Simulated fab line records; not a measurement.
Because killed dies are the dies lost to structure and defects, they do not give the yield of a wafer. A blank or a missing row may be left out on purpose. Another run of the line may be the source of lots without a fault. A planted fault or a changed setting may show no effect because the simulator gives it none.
Struck lot and sound lot, side by side ; flow berkeleyCmos170 ; 45 steps out of a route of 331
Sound: the wafers L101.1, L101.3, L101.5. Wafers struck: L114.3, L114.5, L114.6. The cause comes at the end.
Each step with rows lists, per side, the tool, then ch with its chambers, then its first start. Under that, the readings that differ: sound wafers ; struck wafers ; difference of the means ; sigmas: that difference in standard deviations of wafers without a fault.
alike: same words and numbers on both sides, and readings whose means sit less than 2 such deviations apart. not compared: any withheld reading, any reading some wafer has no value for, any bound like >300 that may hide the same value, and any number with overlapping values for which the record gives no deviation.
The two part at a step that has a row with sigmas, a row that says differs or no value, or rows on one side only. Numbers that have no deviation but don't overlap get no sigmas and don't part them. Lack of a reading on every wafer of one side parts them only where that side has two or more wafers.

UCB170_GATE_ETCH_15: etches poly-Si in HBr/Cl2, stops on SiO2, time 56.3 s, target depth 278.2 nm.
  sound on rieSi-01 ch 1,2,3, day 7 13:05; struck on rieSi-02 ch 0,1,3, day 9 22:03
  alike: drypumpMotorCurrentA, oesProductAu, throttleValvePct
  not compared: rfHoursCounterH
UCB170_GATE_STRIP_16: strips in O2.
  sound on plasmaAsher-04 ch 0,1, day 7 13:08; struck on plasmaAsher-04 ch 0,1, day 9 22:08
  alike: drypumpMotorCurrentA, o2FlowSccm, oesProductAu
  not compared: rfHoursCounterH
UCB170_GATE_CD_MEAS_90: the cd target is 350 nm.
  struck on cdSem-01, day 9 22:14; sound on cdSem-01, day 7 13:14
reading;sound;struck;difference;sigmas
cdNm (nm);351.1 349.0 351.2;354.3 354.6 353.1;+3.6;+2
then, 7 steps without rows for these wafers: UCB170_GATE_CLEAN_17 (cleans in SPM, time 600 s); UCB170_PLDD_HMDS_00 (prime time 60 s); UCB170_PLDD_COAT_01 (resist thk 900 nm); UCB170_PLDD_SOFTBAKE_02 (time 60 s); UCB170_PLDD_EXPOSE_03 (exposes mask PSELECT, target cd 1200 nm); UCB170_PLDD_PEB_04; UCB170_PLDD_DEVELOP_05 (develop time 45 s).
UCB170_PLDD_CD_MEAS_06: the cd target is 1200 nm.
  struck on cdSem-02, day 9 23:22; sound on cdSem-01, day 7 15:31
  alike: cdNm
UCB170_PLDD_OVL_MEAS_07:
  struck on overlay-02, day 9 23:28; sound on overlay-01, day 7 15:38
  alike: PLDD_OVL
UCB170_PLDD_IMPLANT_08:
  sound on implanter-04 ch 0, day 7 15:40; struck on implanter-04 ch 0, day 9 23:32
reading;sound;struck;difference;sigmas
beamOnS (s);10.9 10.5 11.0;12.8 12.4 12.8;+1.9;+4
doseIonsCm2;4.999e+13 4.997e+13 4.997e+13;5.798e+13 5.8e+13 5.798e+13;+8.010e+12;+99 or more
  alike: rotationDeg
then, 1 step without rows for these wafers: UCB170_PLDD_IMPLANT_09.
UCB170_PLDD_STRIP_10: strips in O2.
  sound on plasmaAsher-02 ch 0, day 7 15:58; struck on plasmaAsher-04 ch 0,1, day 9 23:49
  alike: drypumpMotorCurrentA, o2FlowSccm, oesProductAu, stripTimeToEndpointS
  not compared: rfHoursCounterH
UCB170_PLDD_TW_MEAS_11:
  struck on filmMetro-03, day 9 23:55; sound on filmMetro-03, day 7 16:07
reading;sound;struck;difference;sigmas
PLDD_TW;1009 1004 1011;1037 1041 1040;+31;+3
  not compared: hold
then, 7 steps without rows for these wafers: UCB170_PLDD_CLEAN_12 (cleans in SPM, time 600 s); UCB170_NLDD_HMDS_00 (prime time 60 s); UCB170_NLDD_COAT_01 (resist thk 900 nm); UCB170_NLDD_SOFTBAKE_02 (time 60 s); UCB170_NLDD_EXPOSE_03 (exposes mask NSELECT, target cd 1200 nm); UCB170_NLDD_PEB_04; UCB170_NLDD_DEVELOP_05 (develop time 45 s).
UCB170_NLDD_CD_MEAS_06: the cd target is 1200 nm.
  struck on cdSem-01, day 10 02:19; sound on cdSem-01, day 7 17:27
reading;sound;struck;difference;sigmas
cdNm (nm);1199.2 1199.3 1198.5;1205.2 1202.6 1204.0;+4.9;+3
UCB170_NLDD_OVL_MEAS_07:
  struck on overlay-01, day 10 02:24; sound on overlay-02, day 7 17:34
  alike: NLDD_OVL
then, 2 steps without rows for these wafers: UCB170_NLDD_IMPLANT_08; UCB170_NLDD_IMPLANT_09.
UCB170_NLDD_STRIP_10: strips in O2.
  sound on plasmaAsher-02 ch 0,1, day 7 17:55; struck on plasmaAsher-04 ch 0,1, day 10 02:46
  alike: drypumpMotorCurrentA, o2FlowSccm, oesProductAu, stripTimeToEndpointS
  not compared: rfHoursCounterH
UCB170_NLDD_TW_MEAS_11:
  struck on filmMetro-04, day 10 02:51; sound on filmMetro-04, day 7 18:01
  alike: NLDD_TW
then, 1 step without rows for these wafers: UCB170_NLDD_CLEAN_12 (cleans in SPM, time 600 s).
UCB170_SPACER_CVD_00: deposits SiO2 from TEOS/O2, target thk 376 nm, time 47 s.
  sound on pecvd-04 ch 1,2, day 7 18:15; struck on pecvd-01 ch 0,2, day 10 03:12
  alike: heaterPowerW
UCB170_SPACER_THK_MEAS_01:
  struck on filmMetro-03, day 10 03:16; sound on filmMetro-04, day 7 18:17
  alike: SPACER_TEOS_THK
then, 8 steps without rows for these wafers: UCB170_SPACER_ANNEAL_02 (time 1800 s); UCB170_SPACER_ETCHBACK_03 (etches SiO2 in CHF3/CF4/Ar, stops on Si, target depth 376 nm, time 100 s); UCB170_PSD_HMDS_00 (prime time 60 s); UCB170_PSD_COAT_01 (resist thk 900 nm); UCB170_PSD_SOFTBAKE_02 (time 60 s); UCB170_PSD_EXPOSE_03 (exposes mask PSELECT MOD, target cd 1200 nm); UCB170_PSD_PEB_04; UCB170_PSD_DEVELOP_05 (develop time 45 s).
UCB170_PSD_CD_MEAS_06: the cd target is 1200 nm.
  struck on cdSem-02, day 10 07:21; sound on cdSem-02, day 7 22:17
reading;sound;struck;difference;sigmas
cdNm (nm);1203.6 1202.7 1202.8;1200.4 1199.6 1199.6;-3.2;-2
UCB170_PSD_OVL_MEAS_07:
  struck on overlay-02, day 10 07:26; sound on overlay-01, day 7 22:24
  alike: PSD_OVL
UCB170_SDANNEAL_RS_MEAS_04: the measuring method here is four-point-probe.
  struck on filmMetro-04, day 10 13:36; sound on filmMetro-04, day 8 02:22
reading;sound;struck;difference;sigmas
PLDD_RS (ohm/sq);1029.4 1030.2 1029.0;973.6 971.6 974.8;-56.2;-19
  not compared: hold
UCB170_SDANNEAL_RS_MEAS_05: the measuring method here is four-point-probe.
  struck on filmMetro-04, day 10 15:47; sound on filmMetro-04, day 8 02:29
reading;sound;struck;difference;sigmas
hold;- - -;awaitDispo/2.1h/release awaitDispo/2.1h/release awaitDispo/2.1h/release;no value on the sound wafers;
  alike: NLDD_RS
then, 1 step without rows for these wafers: UCB170_M3_PROBE_99.

WHERE THEY PART
First at UCB170_GATE_CD_MEAS_90; last, within this record, at UCB170_SDANNEAL_RS_MEAS_05.

WHY: what had been put in by the simulator
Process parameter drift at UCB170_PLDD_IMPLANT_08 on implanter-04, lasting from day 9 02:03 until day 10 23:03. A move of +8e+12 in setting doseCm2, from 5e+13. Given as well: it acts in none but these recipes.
